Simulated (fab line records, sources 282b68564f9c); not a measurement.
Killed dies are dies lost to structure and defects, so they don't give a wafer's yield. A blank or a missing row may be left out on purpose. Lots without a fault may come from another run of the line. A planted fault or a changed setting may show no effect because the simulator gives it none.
A struck lot beside a sound one | flow rit_cmos | 22 steps out of a route of 202
Sound: wafers L439.1, L439.3, L439.4. Struck: wafers L460.1, L460.2, L460.4. The cause comes at the end.
At each step with rows: each side's tool, then ch and its chambers, then its first start. Under that, the readings that differ: sound wafers | struck wafers | difference of the means | sigmas: that difference in standard deviations of wafers without a fault.
alike: readings whose means differ by less than 2 such deviations, and words and numbers that are the same on both sides. not compared: withheld readings, readings that some wafer has no value for, bounds like >300 that may hide the same value, and numbers for which the record gives no deviation and whose values overlap.
The two part at a step that has a row with sigmas, a row that says differs or no value, or rows on one side only. Numbers that don't overlap but have no deviation are shown without sigmas and don't part them. A reading that every wafer of one side lacks parts them only if that side has two wafers or more.

first, 2 steps without rows for these wafers: RIT_NSD_HARDBAKE_07 (time 60 s); RIT_NSD_IMPLANT_08.
RIT_NSD_STRIP_09: strips in O2, time 180 s.
  sound on plasma_asher-01 ch 0,1, day 3 03:24; struck on plasma_asher-01 ch 0,1, day 7 10:27
  alike: drypump_motor_current_A
  not compared: rf_hours_counter_h
RIT_NSD_TW_MEAS_10:
  sound on film_metro-02, day 3 03:35; struck on film_metro-02, day 7 10:37
  alike: NSD_TW
then, 6 steps without rows for these wafers: RIT_PSD_HMDS_00 (prime time 60 s); RIT_PSD_COAT_01 (resist thk 1000 nm); RIT_PSD_SOFTBAKE_02 (time 60 s); RIT_PSD_EXPOSE_03 (exposes mask M10, target cd 40900 nm); RIT_PSD_PEB_04; RIT_PSD_DEVELOP_05 (develop time 50 s).
RIT_PSD_OVL_MEAS_06:
  sound on overlay-02, day 3 04:37; struck on overlay-02, day 7 11:40
  alike: PSD_OVL
then, 1 step without rows for these wafers: RIT_PSD_HARDBAKE_07 (time 60 s).
RIT_PSD_IMPLANT_08:
  sound on implanter-01 ch 0, day 3 04:48; struck on implanter-03 ch 0, day 7 11:50
  reading       | sound                         | struck                        | difference | sigmas
  beam_on_s (s) | 12.2 12.8 12.7                | 15.3 15.8 15.3                | +2.9       | +6
  dose_ions_cm2 | 5.001e+15 4.995e+15 4.994e+15 | 6.073e+15 6.081e+15 6.073e+15 | +1.079e+15 | +99 or more
RIT_PSD_STRIP_09: strips in O2, time 180 s.
  sound on plasma_asher-01 ch 0,1, day 3 04:57; struck on plasma_asher-03 ch 0,1, day 7 11:59
  alike: drypump_motor_current_A
  not compared: rf_hours_counter_h
RIT_PSD_TW_MEAS_10:
  sound on film_metro-01, day 3 05:07; struck on film_metro-03, day 7 12:10
  reading | sound          | struck         | difference | sigmas
  PSD_TW  | 3414 3441 3440 | 3501 3508 3490 | +68        | +3
  not compared: hold
then, 3 steps without rows for these wafers: RIT_SDANNEAL_CLEAN_00 (cleans in SC1, time 600 s); RIT_SDANNEAL_CLEAN_01 (cleans in dHF, time 30 s); RIT_SDANNEAL_CLEAN_02 (cleans in SC2, time 600 s).
RIT_SDANNEAL_RTA_03: time 5 s.
  sound on rtp_anneal-02 ch 0, day 3 05:35; struck on rtp_anneal-01 ch 0, day 7 12:38
  alike: wafer_temp_C_max
RIT_SDANNEAL_RS_MEAS_04: measures by four-point-probe.
  sound on film_metro-03, day 3 05:38; struck on film_metro-02, day 7 13:03
  reading         | sound                | struck               | difference | sigmas
  PSD_RS (ohm/sq) | 115.95 115.78 115.74 | 113.91 113.60 113.70 | -2.09      | -8
  not compared: hold
RIT_SDANNEAL_RS_MEAS_05: measures by four-point-probe.
  sound on film_metro-03, day 3 05:46; struck on film_metro-02, day 7 16:32
  reading         | sound          | struck                                                                     | difference                   | sigmas
  hold            | - - -          | await_dispo/3.4h/release await_dispo/3.4h/release await_dispo/3.4h/release | no value on the sound wafers |
  NSD_RS (ohm/sq) | 85.1 85.1 84.7 | 84.3 84.2 83.8                                                             | -0.9                         | -3
RIT_M1_PROBE_99:
  sound on prober-02, day 3 13:10; struck on prober-01, day 8 00:50
  alike: killed_at_contacts, killed_at_front_end, killed_dies, killed_open, killed_short

WHERE THEY PART
First at RIT_PSD_IMPLANT_08; last, within this record, at RIT_SDANNEAL_RS_MEAS_05. Later steps at which nothing parts them and some readings are alike: RIT_M1_PROBE_99.

WHY: what the simulator had put in
Process parameter drift: implanter-03, from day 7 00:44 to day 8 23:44, at RIT_PSD_IMPLANT_08. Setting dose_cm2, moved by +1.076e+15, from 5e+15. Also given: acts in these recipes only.
